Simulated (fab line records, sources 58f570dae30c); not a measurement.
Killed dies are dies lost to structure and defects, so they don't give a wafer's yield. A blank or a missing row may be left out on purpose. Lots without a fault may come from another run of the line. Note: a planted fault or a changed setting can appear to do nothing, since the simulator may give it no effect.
2 desks looking at one fault -- flow berkeley-cmos170 -- numbers are kept per desk, each desk with only its own; the story behind them comes last

== TOOL OWNER'S DESK, litho-track-04 ==
The tool's own readings at UCB170_V1_PEB_10, given as means over the sampled wafers that have a number, one for each lot that went through this tool. The brackets show how far a lot's mean lies from the usual mean; more than 4 standard deviations puts the lot out of limits, marked OUT.
Columns: A = chill-plate-temp-C at UCB170_V1_PEB_10, usual 23.00 C
lot,first seen here,A
L670,day 8 18:04,23.16
L672,day 9 13:46,22.92
This desk's finding: nothing out of limits on any of the 2 lots.

== AT THE METROLOGY DESK ==
What the gauges read for every lot (on any tool): the sampled wafers with a number, averaged. The brackets show how far a lot's mean lies from the usual mean; more than 4 standard deviations puts the lot out of limits, marked OUT.
Columns: A = cd-nm at UCB170_ACTIVE_CD_MEAS_13, usual 1199.6 nm; B = cd-nm at UCB170_NSD_CD_MEAS_06, usual 1200.2 nm; C = cd-nm at UCB170_V1_CD_MEAS_12, usual 700.2 nm; D = V2_BOW at UCB170_V2_BOW_MEAS_03, usual 38 um
lot,first seen here,A,B,C,D
L663,day 4 06:06,1200.1,1199.3,699.2,31
L665,day 4 08:11,1201.4,1200.8,701.7,37
L670,day 5 18:30,1201.2,1200.3,714.7 (+9.7) OUT,40
L672,day 6 00:34,1202.5,1200.3,713.2 (+8.7) OUT,43
L676,day 6 15:56,1199.1,1202.3,701.2,42
L678,day 7 03:51,1196.6,1201.6,700.3,41
L677,day 7 04:04,1199.8,1201.6,700.4,41
L679,day 7 11:25,1199.9,1199.1,700.5,31
L680,day 7 21:25,1199.9,1200.3,702.1,39
L682,day 8 01:50,1198.8,1199.8,701.8,44
L683,day 8 05:37,1198.1,1200.8,700.5,34
L684,day 8 18:08,1198.6,1200.1,696.2,50
L685,day 9 01:42,1199.8,1198.9,698.2,29
L686,day 9 04:16,1198.8,1199.7,700.0,32
This desk's finding: out of limits on L670, L672; first on L670, day 8 18:21 (cd-nm at UCB170_V1_CD_MEAS_12). In limits: L663, L665, L676, L678, L677, L679, L680, L682, L683, L684, L685, L686.

== TAKEN TOGETHER ==
An alarm was possible from the metrology desk at day 8 18:21, on L670, L672.
Nothing out of limits was seen by the tool owner's desk.
Tool owner's desk: L670, L672 on record, inside its limits.
Of the lots named, all ran UCB170_V1_PEB_10 on litho-track-04.

== WHAT WAS PUT IN BY THE SIMULATOR ==
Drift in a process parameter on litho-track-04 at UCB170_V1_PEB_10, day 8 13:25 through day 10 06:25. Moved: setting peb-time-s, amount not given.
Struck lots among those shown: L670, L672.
Time in hours between the start of the fault and the first out-of-limits reading at each desk: metrology desk, 5.
